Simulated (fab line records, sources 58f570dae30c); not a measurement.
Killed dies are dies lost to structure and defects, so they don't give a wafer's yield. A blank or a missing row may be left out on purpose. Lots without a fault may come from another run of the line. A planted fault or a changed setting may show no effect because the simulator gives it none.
Which tool did it? | flow berkeley_cmos170 | 7 lots, 21 wafers sampled, at 2 steps of a route of 331

WHAT THE GAUGES READ, wafer by wafer
UCB170_PSD_OVL_MEAS_07.
lot  | measured     | on         | PSD_OVL (nm)
L188 | day 7 17:56  | overlay-01 | 2 3 -6
L191 | day 8 16:17  | overlay-02 | 7 5 2
L195 | day 9 10:32  | overlay-02 | -5 -11 -12
L197 | day 10 14:24 | overlay-02 | -165 -162 -168
L199 | day 10 14:14 | overlay-01 | -163 -174 -165
L200 | day 10 14:31 | overlay-01 | -9 -10 -3
L207 | day 12 01:44 | overlay-02 | -4 -4 -13

WHICH TOOL RAN EACH LOT (tool, then ch and the chambers of the sampled wafers, then the start)
lot  | UCB170_PSD_EXPOSE_03
L188 | krf_scanner-01 ch 0, day 7 17:20
L191 | krf_scanner-02 ch 0, day 8 15:28
L195 | krf_scanner-02 ch 0, day 9 10:02
L197 | krf_scanner-02 ch 0, day 10 13:01
L199 | krf_scanner-02 ch 0, day 10 12:52
L200 | krf_scanner-01 ch 0, day 10 13:18
L207 | krf_scanner-01 ch 0, day 12 01:14
- UCB170_PSD_EXPOSE_03: exposes mask PSELECT MOD, target cd 1200 nm.

THE ANSWER, worked out from the rows above alone
Rule: what is usual is taken from the lots themselves. Put in order of their means at a reading, lots are off if they are a third of the lots or fewer, leave a main group of 4 or more, and stand apart from it by a gap of 3 or more times the standard deviation of the main group's means; of several such gaps the widest counts. A main group whose means are all the same, to the digits that the tables above print for the reading, isn't used. A lot without any number at a reading at which 4 lots or more have one is off too. The other lots that the step has rows for count as sound.
Off: L197, L199, at UCB170_PSD_OVL_MEAS_07 (PSD_OVL). The main group: mean -4 nm, standard deviation 5.2.
A tool fits if, at a process step before that reading, it ran every lot that is off, and no sound lot after the first of them. The gauges at UCB170_PSD_OVL_MEAS_07 are tried like those tools. One fits: krf_scanner-02 at UCB170_PSD_EXPOSE_03. Its last sound lot is L195 (day 9 10:02), its first lot that is off L199 (day 10 12:52): a fault that began between those two fits.

WHAT THE SIMULATOR HAD PUT IN
Scanner matching overlay: krf_scanner-02, from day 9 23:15 on, at UCB170_PSD_EXPOSE_03. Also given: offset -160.
Lots struck among those shown: L199, L197. The rule above found the same.
